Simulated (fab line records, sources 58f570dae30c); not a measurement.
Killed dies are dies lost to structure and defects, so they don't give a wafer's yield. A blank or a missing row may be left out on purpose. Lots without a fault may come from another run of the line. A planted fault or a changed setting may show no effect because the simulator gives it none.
Which tool did it? | flow berkeley_cmos170 | 7 lots, 21 wafers sampled, at 2 steps of a route of 331

WHAT THE GAUGES READ, wafer by wafer
UCB170_M3_RS_MEAS_02: measures by four-point-probe.
lot  | measured     | on            | M3_AL_RS (ohm/sq)
L665 | day 8 21:04  | film_metro-03 | 0.0312 0.0315 0.0309
L668 | day 8 23:20  | film_metro-01 | 0.0309 0.0313 0.0311
L673 | day 10 17:23 | film_metro-03 | 0.0309 0.0311 0.0312
L676 | day 11 22:26 | film_metro-02 | 0.0314 0.0312 0.0314
L682 | day 13 05:41 | film_metro-03 | 0.0335 0.0338 0.0338
L683 | day 13 06:58 | film_metro-02 | 0.0310 0.0308 0.0309
L687 | day 13 10:53 | film_metro-03 | 0.0308 0.0304 0.0302

WHICH TOOL RAN EACH LOT (tool, then ch and the chambers of the sampled wafers, then the start)
lot  | UCB170_M3_SPUTTER_01
L665 | pvd_sputter-02, day 8 20:56
L668 | pvd_sputter-03, day 8 23:16
L673 | pvd_sputter-01, day 10 17:16
L676 | pvd_sputter-02, day 11 22:21
L682 | pvd_sputter-02, day 13 05:37
L683 | pvd_sputter-03, day 13 06:53
L687 | pvd_sputter-03, day 13 10:49
- UCB170_M3_SPUTTER_01: material Al, target thk 900 nm, time 120 s.

THE ANSWER, worked out from the rows above alone
Rule: what is usual is taken from the lots themselves. Put in order of their means at a reading, lots are off if they are a third of the lots or fewer, leave a main group of 4 or more, and stand apart from it by a gap of 3 or more times the standard deviation of the main group's means; of several such gaps the widest counts. A main group whose means are all the same, to the digits that the tables above print for the reading, isn't used. A lot without any number at a reading at which 4 lots or more have one is off too. The other lots that the step has rows for count as sound.
Off: L682, at UCB170_M3_RS_MEAS_02 (M3_AL_RS). The main group: mean 0.0310 ohm/sq, standard deviation 0.00028.
A tool fits if, at a process step before that reading, it ran every lot that is off, and no sound lot after the first of them. The gauges at UCB170_M3_RS_MEAS_02 are tried like those tools. One fits: pvd_sputter-02 at UCB170_M3_SPUTTER_01. Its last sound lot is L676 (day 11 22:21), its first lot that is off L682 (day 13 05:37): a fault that began between those two fits.

WHAT THE SIMULATOR HAD PUT IN
Site profile drift: pvd_sputter-02, from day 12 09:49 on, at UCB170_M3_SPUTTER_01. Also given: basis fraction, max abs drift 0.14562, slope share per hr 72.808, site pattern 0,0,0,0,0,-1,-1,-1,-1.
Lots struck among those shown: L682. The rule above found the same.
